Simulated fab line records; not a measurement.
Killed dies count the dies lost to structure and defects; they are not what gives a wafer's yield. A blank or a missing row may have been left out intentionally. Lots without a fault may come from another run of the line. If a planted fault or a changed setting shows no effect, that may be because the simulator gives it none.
A struck lot beside a sound one / flow rit_cmos / 44 steps out of a route of 202
Sound: these wafers, L654.1, L654.2, L654.6. Struck: wafers L662.4, L662.5, L662.6. The cause is given at the end.
At each step with rows: each side's tool, then ch and its chambers, then its first start. Under that, the readings that differ: sound wafers / struck wafers / difference of the means / sigmas: that difference in standard deviations of wafers without a fault.
alike: a reading whose means differ by less than 2 such deviations, as well as words and numbers matching on both sides. not compared: withheld readings; readings where some wafer has no value; bounds like >300 that might hide an equal value; numbers whose values overlap and for which the record gives no deviation.
Wherever a step has rows on one side only, a row that says differs or no value, or a row with sigmas, the two part there. Non-overlapping numbers with no deviation appear without sigmas and do not part them. A reading that every wafer of one side lacks parts them only if that side has two wafers or more.

first, 3 steps without rows for these wafers: RIT_REOX_CLEAN_01 (cleans in dHF, time 30 s); RIT_REOX_CLEAN_02 (cleans in SC2, time 600 s); RIT_REOX_OXIDATION_03 (target thk 25.2 nm, ox time 5580 s).
RIT_REOX_THK_MEAS_04:
  sound on film_metro-04, day 4 05:32; struck on film_metro-02, day 5 23:34
  alike: REOX_OXIDE_THK
then, 6 steps without rows for these wafers: RIT_NLDD_HMDS_00 (prime time 60 s); RIT_NLDD_COAT_01 (resist thk 1000 nm); RIT_NLDD_SOFTBAKE_02 (time 60 s); RIT_NLDD_EXPOSE_03 (exposes mask M7, target cd 40700 nm); RIT_NLDD_PEB_04; RIT_NLDD_DEVELOP_05 (develop time 50 s).
RIT_NLDD_OVL_MEAS_06:
  sound on overlay-02, day 4 06:26; struck on overlay-02, day 6 00:33
reading=NLDD_OVL (nm); sound=0.6 -2.1 -2.0; struck=1.9 0.7 1.5; difference=+2.5; sigmas=+2
then, 1 step without rows for these wafers: RIT_NLDD_HARDBAKE_07 (time 60 s).
RIT_NLDD_IMPLANT_08:
  sound on implanter-02 ch 0, day 4 06:38; struck on implanter-04 ch 0, day 6 00:47
reading=tilt_deg (degrees); sound=7.035 7.020 7.009; struck=0.018 0.022 0.042; difference=-6.994; sigmas=-99 or more
  alike: beam_energy_keV
RIT_NLDD_STRIP_09: strips in O2, time 180 s.
  sound on plasma_asher-02 ch 0,1, day 4 06:47; struck on plasma_asher-02 ch 0,1, day 6 00:56
  alike: drypump_motor_current_A
  not compared: rf_hours_counter_h
RIT_NLDD_TW_MEAS_10:
  sound on film_metro-01, day 4 06:57; struck on film_metro-04, day 6 01:04
reading=NLDD_TW; sound=2489 2487 2481; struck=2245 2245 2242; difference=-242; sigmas=-11
then, 6 steps without rows for these wafers: RIT_PLDD_HMDS_00 (prime time 60 s); RIT_PLDD_COAT_01 (resist thk 1000 nm); RIT_PLDD_SOFTBAKE_02 (time 60 s); RIT_PLDD_EXPOSE_03 (exposes mask M8, target cd 40900 nm); RIT_PLDD_PEB_04; RIT_PLDD_DEVELOP_05 (develop time 50 s).
RIT_PLDD_OVL_MEAS_06:
  sound on overlay-01, day 4 07:59; struck on overlay-01, day 6 01:58
  alike: PLDD_OVL
then, 2 steps without rows for these wafers: RIT_PLDD_HARDBAKE_07 (time 60 s); RIT_PLDD_IMPLANT_08.
RIT_PLDD_STRIP_09: strips in O2, time 180 s.
  sound on plasma_asher-01 ch 0,1, day 4 08:20; struck on plasma_asher-01 ch 0,1, day 6 02:21
  alike: drypump_motor_current_A
  not compared: rf_hours_counter_h
RIT_PLDD_TW_MEAS_10:
  sound on film_metro-01, day 4 08:30; struck on film_metro-03, day 6 02:30
  alike: PLDD_TW
then, 4 steps without rows for these wafers: RIT_SPACER_CLEAN_00 (cleans in SC1, time 600 s); RIT_SPACER_CLEAN_01 (cleans in dHF, time 30 s); RIT_SPACER_CLEAN_02 (cleans in SC2, time 600 s); RIT_SPACER_CVD_03 (deposits Si3N4 from SiH2Cl2/NH3, target thk 250 nm, time 3300 s).
RIT_SPACER_THK_MEAS_04:
  sound on film_metro-02, day 4 11:47; struck on film_metro-02, day 6 04:50
  alike: SPACER_NITRIDE_THK
RIT_SPACER_ETCHBACK_05: etches Si3N4 in SF6/CHF3, stops on SiO2, target depth 250 nm, time 240 s.
  sound on rie_diel-04 ch 0,1, day 4 11:50; struck on rie_diel-03 ch 0,2,3, day 6 04:52
  alike: drypump_motor_current_A, oes_product_au, throttle_valve_pct
  not compared: rf_hours_counter_h
then, 6 steps without rows for these wafers: RIT_NSD_HMDS_00 (prime time 60 s); RIT_NSD_COAT_01 (resist thk 1000 nm); RIT_NSD_SOFTBAKE_02 (time 60 s); RIT_NSD_EXPOSE_03 (exposes mask M9, target cd 40700 nm); RIT_NSD_PEB_04; RIT_NSD_DEVELOP_05 (develop time 50 s).
RIT_NSD_OVL_MEAS_06:
  sound on overlay-01, day 4 13:04; struck on overlay-01, day 6 06:01
  alike: NSD_OVL
then, 2 steps without rows for these wafers: RIT_NSD_HARDBAKE_07 (time 60 s); RIT_NSD_IMPLANT_08.
RIT_NSD_STRIP_09: strips in O2, time 180 s.
  sound on plasma_asher-03 ch 0,1, day 4 13:24; struck on plasma_asher-03 ch 0,1, day 6 06:23
  alike: drypump_motor_current_A
  not compared: rf_hours_counter_h
RIT_SDANNEAL_RS_MEAS_07: measures by four-point-probe.
  sound on film_metro-01, day 4 15:50; struck on film_metro-01, day 6 08:50
reading=NLDD_RS (ohm/sq); sound=151.1 151.2 150.8; struck=142.4 142.3 142.5; difference=-8.6; sigmas=-17
RIT_M1_PROBE_99:
  sound on prober-01, day 4 23:14; struck on prober-01, day 6 15:47
  alike: killed_at_front_end, killed_dies, killed_open, killed_short

== WHERE THEY PART ==
Last at RIT_SDANNEAL_RS_MEAS_07 as far as this record goes, first at RIT_NLDD_OVL_MEAS_06. Later steps at which nothing parts them and some readings are alike: RIT_M1_PROBE_99.

WHY: what had been put in by the simulator
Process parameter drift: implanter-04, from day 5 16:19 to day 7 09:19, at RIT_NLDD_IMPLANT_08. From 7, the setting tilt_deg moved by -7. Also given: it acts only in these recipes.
